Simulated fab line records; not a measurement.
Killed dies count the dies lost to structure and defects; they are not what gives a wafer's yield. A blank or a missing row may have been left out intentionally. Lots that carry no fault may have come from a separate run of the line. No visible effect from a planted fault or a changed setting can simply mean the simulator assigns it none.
The tool behind it: which one?	flow berkeley_cmos170	14 lots, 42 wafers sampled, at 7 steps of a route of 331

WHAT EACH GAUGE READ, for each wafer
UCB170_PFIELD_TW_MEAS_09.
lot	measured	on	PFIELD_TW
L412	day 4 14:28	film_metro-03	591 591 595
L413	day 4 14:44	film_metro-02	594 594 595
L411	day 4 14:52	film_metro-01	612 608 607
L414	day 5 09:11	film_metro-03	586 590 586
L415	day 5 19:47	film_metro-03	591 589 589
L417	day 5 21:54	film_metro-03	591 592 587
L419	day 6 07:13	film_metro-01	605 603 606
L420	day 6 16:06	film_metro-02	596 597 595
L423	day 6 22:22	film_metro-03	590 589 590
L421	day 6 23:34	film_metro-03	587 587 584
L424	day 6 23:41	film_metro-01	606 606 605
L427	day 7 23:27	film_metro-02	594 601 596
L429	day 7 23:49	film_metro-01	611 609 611
L430	day 8 11:49	film_metro-02	600 602 596

UCB170_NSD_OVL_MEAS_07.
lot	measured	on	NSD_OVL (nm)
L412	day 7 09:26	overlay-01	-1 0 -3
L413	day 7 09:10	overlay-02	-1 -1 -5
L411	day 7 07:05	overlay-01	6 0 -3
L414	day 7 15:21	overlay-02	-2 0 -7
L415	day 8 06:42	overlay-02	-6 -3 -6
L417	day 8 06:16	overlay-01	-9 1 -11
L419	day 8 15:22	overlay-01	-4 0 -12
L420	day 9 03:35	overlay-01	-1 -2 8
L423	day 9 03:19	overlay-02	1 -9 -5
L421	day 9 03:02	overlay-02	-5 6 -3
L424	day 9 02:46	overlay-01	-1 -2 -7
L427	day 10 08:26	overlay-01	-9 -6 7
L429	day 10 08:10	overlay-02	3 -6 -4
L430	day 10 18:32	overlay-01	12 -2 -2

UCB170_NSD_TW_MEAS_10.
lot	measured	on	NSD_TW
L412	day 7 09:43	film_metro-04	4176 4166 4171
L413	day 7 09:26	film_metro-01	4229 4244 4233
L411	day 7 07:22	film_metro-01	4235 4266 4256
L414	day 7 15:38	film_metro-02	4168 4156 4159
L415	day 8 06:59	film_metro-01	4253 4250 4276
L417	day 8 06:34	film_metro-04	4147 4166 4155
L419	day 8 15:40	film_metro-02	4179 4184 4174
L420	day 9 03:52	film_metro-04	3914 3915 3933
L423	day 9 03:37	film_metro-01	4209 4217 4221
L421	day 9 03:19	film_metro-02	4155 4140 4149
L424	day 9 03:04	film_metro-01	3960 3944 3970
L427	day 10 08:43	film_metro-01	4197 4220 4244
L429	day 10 08:28	film_metro-01	4200 4223 4203
L430	day 10 18:49	film_metro-01	4212 4211 4205

UCB170_SDANNEAL_RS_MEAS_03: the measuring method here is four-point-probe.
lot	measured	on	NSD_RS (ohm/sq)
L412	day 7 10:58	film_metro-04	37.14 37.00 37.15
L413	day 7 10:41	film_metro-01	37.28 37.31 37.26
L411	day 7 08:35	film_metro-04	37.17 37.18 37.24
L414	day 7 16:52	film_metro-02	37.36 37.44 37.34
L415	day 8 08:29	film_metro-02	37.35 37.28 37.29
L417	day 8 08:10	film_metro-04	37.37 37.35 37.23
L419	day 8 17:21	film_metro-02	37.22 37.39 37.21
L420	day 9 05:47	film_metro-02	51.21 50.88 51.16
L423	day 9 05:28	film_metro-01	37.36 37.29 37.27
L421	day 9 04:51	film_metro-04	37.37 37.31 37.33
L424	day 9 04:23	film_metro-01	51.05 50.98 51.04
L427	day 10 10:16	film_metro-02	37.21 37.30 37.33
L429	day 10 09:53	film_metro-01	37.02 37.19 37.13
L430	day 10 20:13	film_metro-01	37.12 37.24 37.18

WHAT TOOL EACH LOT RAN ON (gives the tool, then ch and the chambers of the sampled wafers, and finally the start)
lot	UCB170_GATE_STRIP_16	UCB170_NSD_IMPLANT_08	UCB170_NSD_STRIP_09
L412	plasma_asher-03 ch 0,1, day 6 16:58	implanter-02 ch 0, day 7 09:28	plasma_asher-04 ch 0,1, day 7 09:37
L413	plasma_asher-02 ch 0,1, day 6 17:05	implanter-04 ch 0, day 7 09:11	plasma_asher-03 ch 0,1, day 7 09:20
L411	plasma_asher-04 ch 0,1, day 6 16:41	implanter-04 ch 0, day 7 07:07	plasma_asher-02 ch 0,1, day 7 07:16
L414	plasma_asher-03 ch 0,1, day 7 03:58	implanter-04 ch 0, day 7 15:24	plasma_asher-02 ch 0,1, day 7 15:32
L415	plasma_asher-02 ch 0,1, day 7 17:38	implanter-01 ch 0, day 8 06:44	plasma_asher-04 ch 0,1, day 8 06:53
L417	plasma_asher-03 ch 0,1, day 7 18:26	implanter-01 ch 0, day 8 06:21	plasma_asher-04 ch 0,1, day 8 06:29
L419	plasma_asher-02 ch 1, day 8 01:58	implanter-01 ch 0, day 8 15:26	plasma_asher-02 ch 0,1, day 8 15:33
L420	plasma_asher-03 ch 0,1, day 8 15:22	implanter-01 ch 0, day 9 03:37	plasma_asher-04 ch 0,1, day 9 03:46
L423	plasma_asher-03 ch 1, day 8 14:53	implanter-04 ch 0, day 9 03:22	plasma_asher-02 ch 0,1, day 9 03:30
L421	plasma_asher-02 ch 0,1, day 8 15:08	implanter-02 ch 0, day 9 03:04	plasma_asher-04 ch 0,1, day 9 03:13
L424	plasma_asher-04 ch 1, day 8 14:46	implanter-01 ch 0, day 9 02:49	plasma_asher-03 ch 0,1, day 9 02:57
L427	plasma_asher-03 ch 0, day 9 14:35	implanter-04 ch 0, day 10 08:28	plasma_asher-02 ch 0,1, day 10 08:37
L429	plasma_asher-02 ch 0,1, day 9 14:43	implanter-04 ch 0, day 10 08:14	plasma_asher-02 ch 0,1, day 10 08:21
L430	plasma_asher-03 ch 0,1, day 10 05:43	implanter-04 ch 0, day 10 18:34	plasma_asher-04 ch 0,1, day 10 18:43
- UCB170_GATE_STRIP_16: strips in O2.
- UCB170_NSD_IMPLANT_08
- UCB170_NSD_STRIP_09: strips in O2.

AS READ BY THE TOOLS THEMSELVES (means over the sampled wafers that have a number; for cases with no such wafer, the mark the record gives instead)
UCB170_GATE_STRIP_16.
lot	tool	drypump_motor_current_A (A)	oes_product_au (a.u.)
L412	plasma_asher-03	6.1	0.721
L413	plasma_asher-02	5.6	0.726
L411	plasma_asher-04	5.2	0.724
L414	plasma_asher-03	6.1	0.724
L415	plasma_asher-02	5.3	0.727
L417	plasma_asher-03	6.1	0.723
L419	plasma_asher-02	5.8	0.724
L420	plasma_asher-03	6.1	0.726
L423	plasma_asher-03	6.0	0.725
L421	plasma_asher-02	5.3	0.720
L424	plasma_asher-04	5.5	0.722
L427	plasma_asher-03	6.1	0.723
L429	plasma_asher-02	5.3	0.724
L430	plasma_asher-03	6.1	0.724

UCB170_NSD_IMPLANT_08.
lot	tool	dose_ions_cm2	end_station_pressure_torr (Torr)	faraday_current_uA
L412	implanter-02	3.0036e+15	1.21e-05	9362
L413	implanter-04	2.9988e+15	1.23e-05	9493
L411	implanter-04	3.0004e+15	1.34e-05	9414
L414	implanter-04	3.0002e+15	1.29e-05	9300
L415	implanter-01	2.9976e+15	1.24e-05	9124
L417	implanter-01	2.9989e+15	1.27e-05	9103
L419	implanter-01	2.9991e+15	1.29e-05	9241
L420	implanter-01	1.7730e+15	9.30e-06	5541
L423	implanter-04	2.9985e+15	1.30e-05	9286
L421	implanter-02	3.0012e+15	1.28e-05	9412
L424	implanter-01	1.7776e+15	9.33e-06	5614
L427	implanter-04	3.0013e+15	1.28e-05	9262
L429	implanter-04	3.0009e+15	1.28e-05	9291
L430	implanter-04	2.9988e+15	1.30e-05	9166

UCB170_NSD_STRIP_09.
lot	tool	drypump_motor_current_A (A)	oes_product_au (a.u.)	strip_time_to_endpoint_s (s)
L412	plasma_asher-04	5.3	0.532	35.98
L413	plasma_asher-03	6.1	0.537	35.87
L411	plasma_asher-02	5.3	0.533	35.91
L414	plasma_asher-02	5.6	0.536	35.84
L415	plasma_asher-04	5.4	0.529	35.95
L417	plasma_asher-04	5.3	0.538	35.95
L419	plasma_asher-02	5.3	0.537	36.02
L420	plasma_asher-04	5.2	0.583	31.05
L423	plasma_asher-02	5.6	0.534	35.74
L421	plasma_asher-04	5.2	0.534	35.92
L424	plasma_asher-03	6.1	0.575	31.02
L427	plasma_asher-02	5.5	0.532	35.89
L429	plasma_asher-02	5.3	0.536	35.92
L430	plasma_asher-04	5.2	0.534	35.89

THE ANSWER, worked out from the rows above alone
Rule: the usual values come from the lots themselves. Put in order of their means at a reading, lots are off if they are a third of the lots or fewer, leave a main group of 4 or more, and stand apart from it by a gap of 3 or more times the standard deviation of the main group's means; of several such gaps the widest counts. A main group whose means are all the same, to the digits that the tables above print for the reading, isn't used. A lot without any number at a reading at which 4 lots or more have one is off too. All remaining lots with rows at the step are treated as sound. First the gauges in route order, then the tools' own readings, where a lot's mean is used as printed above. At the first step where some lot is off, the reading lying furthest off is the one used; lots without a number count as furthest.
Off: L420, L424, seen at UCB170_NSD_TW_MEAS_10 (NSD_TW). The main group: mean 4201, standard deviation 36.
If a tool, at a process step before that reading, ran all the lots that are off and no sound lot after the first of them, it fits. The gauges at UCB170_NSD_TW_MEAS_10 aren't tried: what is off there is off at UCB170_NSD_IMPLANT_08 too, on other tools, and a gauge's error can't cause that. One fits: UCB170_NSD_IMPLANT_08 on implanter-01. A fault onset in the window from L419 (day 8 15:26, its last sound lot) to L424 (day 9 02:49, its first lot off) fits.
The tool's own readings at UCB170_NSD_IMPLANT_08 bear it out: on the lots that are off they differ by more than 5 times the standard deviation of the sound lots' means. dose_ions_cm2 reads 1.7753e+15 there against 2.9999e+15 on the sound lots; end_station_pressure_torr reads 9.32e-06 Torr there against 1.28e-05 Torr on the sound lots; faraday_current_uA reads 5578 there against 9288 on the sound lots.

WHAT THE SIMULATOR HAD PUT IN
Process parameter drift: implanter-01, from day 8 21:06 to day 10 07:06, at UCB170_NSD_IMPLANT_08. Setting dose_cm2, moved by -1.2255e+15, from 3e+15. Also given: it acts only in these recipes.
Lots struck among those shown: L420, L424. Same finding as the rule above.
